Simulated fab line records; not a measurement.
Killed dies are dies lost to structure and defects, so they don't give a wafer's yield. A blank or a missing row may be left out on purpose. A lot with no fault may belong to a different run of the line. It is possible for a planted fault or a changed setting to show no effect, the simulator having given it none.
Problem report, 8D (eight disciplines) form, completed by code / flow berkeley_cmos170 / the parts of the form that need people (team, actions taken, sign-off) are left out

1. WHAT IS WRONG
Mean of run_length_s at UCB170_CONTACT_ETCH_18: 174.5 s across 6 wafers in 2 lots; on wafers with no fault it is 223.2 s (standard deviation 0.48). So: -99 or more standard deviations from the usual mean.
The step: etches PSG in CHF3/CF4/Ar, stops on TiSi2, target depth 840 nm, time 195 s.
The first sign was on wafer L627.1 at day 8 13:00, on rie_diel-03. The record has a number at this step for 18 wafers belonging to 6 lots. The rule behind "out" and "out of limits": a value lying over 4 standard deviations away from the usual mean. Any other wafer with a number is counted as sound.

2. WHAT IT IS, WHAT IT ISN'T
question=which readings at this step | is=run_length_s, oes_product_au | is not=drypump_motor_current_A, throttle_valve_pct
question=which lots | is=L627, L631 | is not=L625, L639, L641, L642
question=which wafers of those lots | is=all that have a number | is not=-
question=read on which tools | is=rie_diel-03 | is not=rie_diel-01
question=when | is=from day 8 13:00 | is not=up to then (3 sound wafers); but 9 sound wafers of L639, L641, L642 came after

3. THE SUSPECTS, EACH WITH WHAT RULES IT OUT
Counting: a tool at a process step up to the reading stays a suspect if it ran every lot that is out and no sound lot after the first of them.
- rie_diel-03 at UCB170_CONTACT_ETCH_17 (etches BARC in N2/H2): kept. All lots that are out passed through it, beginning with L627 at day 8 13:56, and no sound lot followed; its final sound lot before that point was L625 at day 7 13:45.
- rie_diel-03 at UCB170_CONTACT_ETCH_18 (etches PSG in CHF3/CF4/Ar, stops on TiSi2, target depth 840 nm, time 195 s): kept. All lots that are out passed through it, beginning with L627 at day 8 13:00, and no sound lot followed; its final sound lot before that point was L625 at day 7 13:00. Its own readings are out on those wafers: oes_product_au, run_length_s.
What counting leaves: rie_diel-03 at UCB170_CONTACT_ETCH_17 and rie_diel-03 at UCB170_CONTACT_ETCH_18.

4. THE CAUSE (what the simulator had put in)
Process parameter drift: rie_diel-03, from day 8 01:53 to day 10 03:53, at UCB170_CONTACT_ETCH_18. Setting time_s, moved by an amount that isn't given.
Counting leaves 2 suspects; this tool is one of them.

5. THE CHAIN OF EFFECTS, in route order
Each row: a reading whose mean over the struck wafers that have a number lies more than 3 standard deviations from the usual. Only readings for which the record gives a usual standard deviation are gone through. hours: the time from each lot's start at the first step in this table that gives one to its start at this step, as a median over the lots. sigmas: the change in usual standard deviations.
hours=0; step=UCB170_CONTACT_ETCH_18; reading=oes_product_au; usual=0.897 a.u.; on struck wafers=1.001; change=+0.104; sigmas=+6.9
hours=0; step=UCB170_CONTACT_ETCH_18; reading=run_length_s; usual=223.2 s; on struck wafers=174.5; change=-48.7; sigmas=-99 or more
Here are the process steps it includes:
- UCB170_CONTACT_ETCH_18: etches PSG in CHF3/CF4/Ar, stops on TiSi2, target depth 840 nm, time 195 s.

6. HOW IT WOULD HAVE BEEN CAUGHT EARLIER
In this record no reading fell out of limits until day 8 13:00, 11 hours after the fault had begun at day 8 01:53.
